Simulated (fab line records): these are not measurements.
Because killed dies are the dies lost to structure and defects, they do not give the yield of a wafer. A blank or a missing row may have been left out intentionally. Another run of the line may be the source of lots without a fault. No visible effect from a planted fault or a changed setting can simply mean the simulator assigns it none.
What tool caused it? + flow berkeley_cmos170 + 42 wafers from 14 lots sampled at 2 of the route's 331 steps

== WHAT THE GAUGES READ, wafer by wafer ==
The record lacks any reading of a measuring or inspecting step that a usual standard deviation could be used to judge.

== TOOL THAT RAN EACH LOT (tool first, then ch and the chambers of the sampled wafers, then the start) ==
| lot  | UCB170_V2_ETCH_14                  | UCB170_V2_STRIP_15                   |
|------|------------------------------------|--------------------------------------|
| L960 | rie_diel-02 ch 0,2,3, day 8 08:08  | plasma_asher-03 ch 0,1, day 8 08:19  |
| L963 | rie_diel-03 ch 0,2,3, day 9 03:11  | plasma_asher-01 ch 0,1, day 9 03:22  |
| L964 | rie_diel-03 ch 0,2,3, day 9 03:41  | plasma_asher-04 ch 0,1, day 9 03:52  |
| L959 | rie_diel-02 ch 0,3, day 9 04:09    | plasma_asher-04 ch 0,1, day 9 04:22  |
| L961 | rie_diel-03 ch 2,3, day 9 04:31    | plasma_asher-01 ch 0,1, day 9 04:42  |
| L965 | rie_diel-03 ch 0,1,2, day 9 19:08  | plasma_asher-04 ch 0,1, day 9 19:19  |
| L966 | rie_diel-03 ch 0,2,3, day 10 03:58 | plasma_asher-01 ch 0,1, day 10 04:08 |
| L968 | rie_diel-04 ch 0,1,2, day 10 09:47 | plasma_asher-01 ch 0,1, day 10 09:58 |
| L967 | rie_diel-02 ch 1,2,3, day 10 10:02 | plasma_asher-03 ch 0,1, day 10 10:13 |
| L976 | rie_diel-02 ch 0,1,2, day 12 13:22 | plasma_asher-04 ch 0,1, day 12 13:32 |
| L978 | rie_diel-02 ch 1,3, day 12 18:59   | plasma_asher-04 ch 0,1, day 12 19:10 |
| L980 | rie_diel-03 ch 1,2,3, day 12 19:50 | plasma_asher-04 ch 0, day 12 20:01   |
| L979 | rie_diel-04 ch 0,3, day 12 20:30   | plasma_asher-03 ch 0,1, day 12 20:41 |
| L982 | rie_diel-03 ch 0,1,2, day 13 08:23 | plasma_asher-03 ch 0,1, day 13 08:34 |
- UCB170_V2_ETCH_14: etches SiO2 in CHF3/CF4/Ar, stops on Al, target depth 1250 nm, time 291 s.
- UCB170_V2_STRIP_15: strips in O2.

== AS READ BY THE TOOLS THEMSELVES (means over the sampled wafers that have a number; for cases with no such wafer, the mark the record gives instead) ==
UCB170_V2_ETCH_14.
| lot  | tool        | CHF3_flow_sccm (sccm) | drypump_motor_current_A (A) | oes_product_au (a.u.) | throttle_valve_pct (%) |
|------|-------------|-----------------------|-----------------------------|-----------------------|------------------------|
| L960 | rie_diel-02 | 45.09                 | 5.5                         | 0.865                 | 6.89                   |
| L963 | rie_diel-03 | 45.02                 | 5.9                         | 0.867                 | 7.00                   |
| L964 | rie_diel-03 | 45.11                 | 5.9                         | 0.868                 | 7.02                   |
| L959 | rie_diel-02 | 45.07                 | 5.9                         | 0.862                 | 6.81                   |
| L961 | rie_diel-03 | 45.07                 | 6.4                         | 0.880                 | 7.03                   |
| L965 | rie_diel-03 | 44.94                 | 5.4                         | 0.863                 | 6.95                   |
| L966 | rie_diel-03 | 45.11                 | 5.9                         | 0.866                 | 7.02                   |
| L968 | rie_diel-04 | 44.92                 | 6.1                         | 0.863                 | 6.90                   |
| L967 | rie_diel-02 | 45.05                 | 5.6                         | 0.864                 | 6.90                   |
| L976 | rie_diel-02 | 45.02                 | 5.8                         | 0.872                 | 6.91                   |
| L978 | rie_diel-02 | 45.05                 | 5.9                         | 0.856                 | 6.82                   |
| L980 | rie_diel-03 | 45.03                 | 5.8                         | 0.873                 | 6.98                   |
| L979 | rie_diel-04 | 45.12                 | 5.9                         | 0.861                 | 6.84                   |
| L982 | rie_diel-03 | 44.96                 | 5.4                         | 0.860                 | 6.96                   |

UCB170_V2_STRIP_15.
| lot  | tool            | drypump_motor_current_A (A) | oes_product_au (a.u.) | strip_time_to_endpoint_s (s) |
|------|-----------------|-----------------------------|-----------------------|------------------------------|
| L960 | plasma_asher-03 | 5.57                        | 0.725                 | 15.32                        |
| L963 | plasma_asher-01 | 5.80                        | 0.723                 | 15.25                        |
| L964 | plasma_asher-04 | 5.93                        | 0.723                 | 15.35                        |
| L959 | plasma_asher-04 | 5.93                        | 0.726                 | 15.42                        |
| L961 | plasma_asher-01 | 5.79                        | 0.729                 | 15.35                        |
| L965 | plasma_asher-04 | 5.93                        | 0.719                 | 15.54                        |
| L966 | plasma_asher-01 | 5.55                        | 0.725                 | 15.27                        |
| L968 | plasma_asher-01 | 5.54                        | 0.720                 | 15.27                        |
| L967 | plasma_asher-03 | 5.57                        | 0.722                 | 15.48                        |
| L976 | plasma_asher-04 | 5.94                        | 0.720                 | 16.22                        |
| L978 | plasma_asher-04 | 5.95                        | 0.721                 | 16.28                        |
| L980 | plasma_asher-04 | 5.65                        | 0.724                 | 15.24                        |
| L979 | plasma_asher-03 | 5.59                        | 0.720                 | 15.30                        |
| L982 | plasma_asher-03 | 5.58                        | 0.722                 | 15.33                        |

== THE ANSWER, worked out from the rows above alone ==
Rule: the lots themselves supply what counts as usual. The widest of any qualifying gaps counts: lots, ordered by their means at a reading, are off when they make up no more than a third of the lots, leave a main group of 4 or more, and stand apart from it by 3 or more times the standard deviation of that group's means. If all means in a main group match to the digits the tables above print for the reading, that group is not used. A lot without any number at a reading at which 4 lots or more have one is off too. All remaining lots with rows at the step are treated as sound. After the gauges, taken in route order, come the tools' own readings; for these a lot's mean is taken, as printed above. At the first step where some lot is off, the reading lying furthest off is the one used; lots without a number count as furthest.
Off: L976, L978, at UCB170_V2_STRIP_15 (strip_time_to_endpoint_s). The main group: mean 15.34 s, standard deviation 0.089.
A tool fits if, at that step or a process step before it, it ran every lot that is off, and no sound lot after the first of them. One fits: rie_diel-02 at UCB170_V2_ETCH_14. A fault onset in the window from L967 (day 10 10:02, its last sound lot) to L976 (day 12 13:22, its first lot off) fits.

== WHAT THE SIMULATOR HAD PUT IN ==
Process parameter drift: rie_diel-02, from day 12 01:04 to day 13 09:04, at UCB170_V2_ETCH_14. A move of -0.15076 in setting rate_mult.
Shown lots that were struck: L976, L978. The same result came from the rule above.
